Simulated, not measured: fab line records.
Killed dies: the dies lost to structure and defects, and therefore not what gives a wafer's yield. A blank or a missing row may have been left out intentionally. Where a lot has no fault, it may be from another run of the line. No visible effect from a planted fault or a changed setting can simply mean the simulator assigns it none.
8D (eight disciplines) problem report, filled in by code | flow berkeley cmos170 | the parts of the form that need people (team, actions taken, sign-off) are left out

## 1. PROBLEM STATEMENT
tilt deg at UCB170_NVT_IMPLANT_07 reads a mean of 4.941 degrees on 6 wafers of 2 lots; wafers without a fault read 7.002 degrees with a standard deviation of 0.021. Measured from the usual mean, that is -98 standard deviations.
The first sign was on wafer L495.1 at day 7 23:48, on implanter-02. At this step, 42 wafers from 14 lots have a number in the record. Rule for "out", or "out of limits": more than 4 standard deviations from the usual mean. All remaining wafers that have a number are taken as sound.

## 2. WHAT IT IS AND WHAT IT IS NOT
question                    | is                     | is not
which readings at this step | tilt deg               | -
which lots                  | L495, L499             | L484, L485, L486, L488, L489, L490, L491, L496, L501, L502, L503, L506
which wafers of those lots  | all that have a number | -
read on which tools         | implanter-02           | implanter-03, implanter-04
when                        | from day 7 23:48       | up to then (21 sound wafers); but 15 sound wafers of L496, L501, L502, L503, L506 came after

## 3. WHAT RULES OUT EACH SUSPECT
Counting: a tool stays on the suspect list if, at a process step up to the reading, it processed all lots that are out and no sound lot following the first of them.
- implanter-02 at UCB170_NVT_IMPLANT_07: kept. All lots that are out passed through it, beginning with L495 at day 7 23:48, and no sound lot followed; its final sound lot before that point was L490 at day 7 00:15. Out on those wafers are its own readings of tilt deg.
The count leaves implanter-02 at UCB170_NVT_IMPLANT_07.

## 4. THE CAUSE (what the simulator had put in)
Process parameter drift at UCB170_NVT_IMPLANT_07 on implanter-02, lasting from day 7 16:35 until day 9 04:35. Setting tilt deg shifted by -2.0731 from 7. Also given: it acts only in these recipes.
Only this tool survived the counting.

## 5. THE CHAIN OF EFFECTS, in route order
Rows list readings where the struck wafers' mean (over those with a number) sits beyond 3 standard deviations from the usual. Only readings for which the record gives a usual standard deviation are gone through. hours: the time from each lot's start at the first step in this table that gives one to its start at this step, as a median over the lots. sigmas: the change in usual standard deviations.
hours | step                  | reading  | usual         | on struck wafers | change | sigmas
0     | UCB170_NVT_IMPLANT_07 | tilt deg | 7.002 degrees | 4.941            | -2.061 | -98
It contains these process steps:
- UCB170_NVT_IMPLANT_07

## 6. HOW IT WOULD HAVE BEEN CAUGHT EARLIER
First out-of-limits reading in this record: day 7 23:48, which is 7 hours after fault onset at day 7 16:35.
